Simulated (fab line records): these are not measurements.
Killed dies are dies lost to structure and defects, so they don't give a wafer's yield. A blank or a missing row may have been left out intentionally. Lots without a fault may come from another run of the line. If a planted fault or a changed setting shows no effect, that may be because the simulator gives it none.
8D (eight disciplines) problem report, filled in by code | flow ritCmos | the parts of the form that need people (team, actions taken, sign-off) are left out

## 1. THE ISSUE
killedAtFrontEnd at RIT_M1_PROBE_99 reads a mean of 26.1 on 9 wafers of 3 lots; wafers without a fault read 7.5 with a standard deviation of 2.8. Relative to the usual mean, that is a shift of +6.6 standard deviations.
First observed at day 4 18:40: wafer L734.2, on prober-01. The record has a number at this step for 9 wafers belonging to 3 lots. By rule, "out" or "out of limits" means more than 4 standard deviations away from the usual mean. All remaining wafers that have a number are taken as sound.

## 2. WHAT IT IS, AND WHAT IT ISN'T
question                    | is                           | is not
which readings at this step | killedAtFrontEnd, killedDies | killed_at_M0_to_M3, killedAtContacts, killedOpen, killedShort
which lots                  | L734, L735, L736             | -
which wafers of those lots  | all that have a number       | -
read on which tools         | prober-01, prober-02         | -
when                        | from day 4 18:40             | up to then (0 sound wafers)

## 3. WHAT RULES OUT EACH SUSPECT
Counting: a tool stays on the suspect list if, at a process step up to the reading, it processed all lots that are out and no sound lot following the first of them.
- wetBench-01 at RIT_FOX2_WET_ETCH_03 (etches Si3N4 in H3PO4, target depth 195 nm, time 2700 s): kept. It ran every lot that is out, first L734 (day 2 16:48), and no sound lot after that.
After counting, what remains is wetBench-01 at RIT_FOX2_WET_ETCH_03.

## 4. THE CAUSE (what the simulator had put in)
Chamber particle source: wetBench-01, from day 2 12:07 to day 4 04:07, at RIT_FOX2_WET_ETCH_03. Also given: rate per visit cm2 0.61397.
Counting left only this tool.

## 5. SEQUENCE OF EFFECTS, ordered by route
Each row: a reading whose mean over the struck wafers that have a number lies more than 3 standard deviations from the usual. Readings are gone through only where the record gives a usual standard deviation; hours: the median, over the lots, of the time from a lot's start at the first step in this table giving one to that lot's start at this step; sigmas: the change measured in usual standard deviations.
hours | step            | reading          | usual | on struck wafers | change | sigmas
0     | RIT_M1_PROBE_99 | killedAtFrontEnd | 7.5   | 26.1             | +18.6  | +6.6
0     | RIT_M1_PROBE_99 | killedDies       | 7.6   | 26.1             | +18.5  | +6.4
0     | RIT_M1_PROBE_99 | killedOnRim      | 2.1   | 7.4              | +5.3   | +3.8
Process steps it contains:
- RIT_M1_PROBE_99

## 6. WHAT WOULD HAVE CAUGHT IT SOONER
55 hours passed between the start of the fault at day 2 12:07 and the first reading out of limits in this record, taken at day 4 18:40.
By day 4 18:40, every lot that is out (3) had started RIT_FOX2_WET_ETCH_03 on wetBench-01. Tool hold at that time: it would have spared none of them.
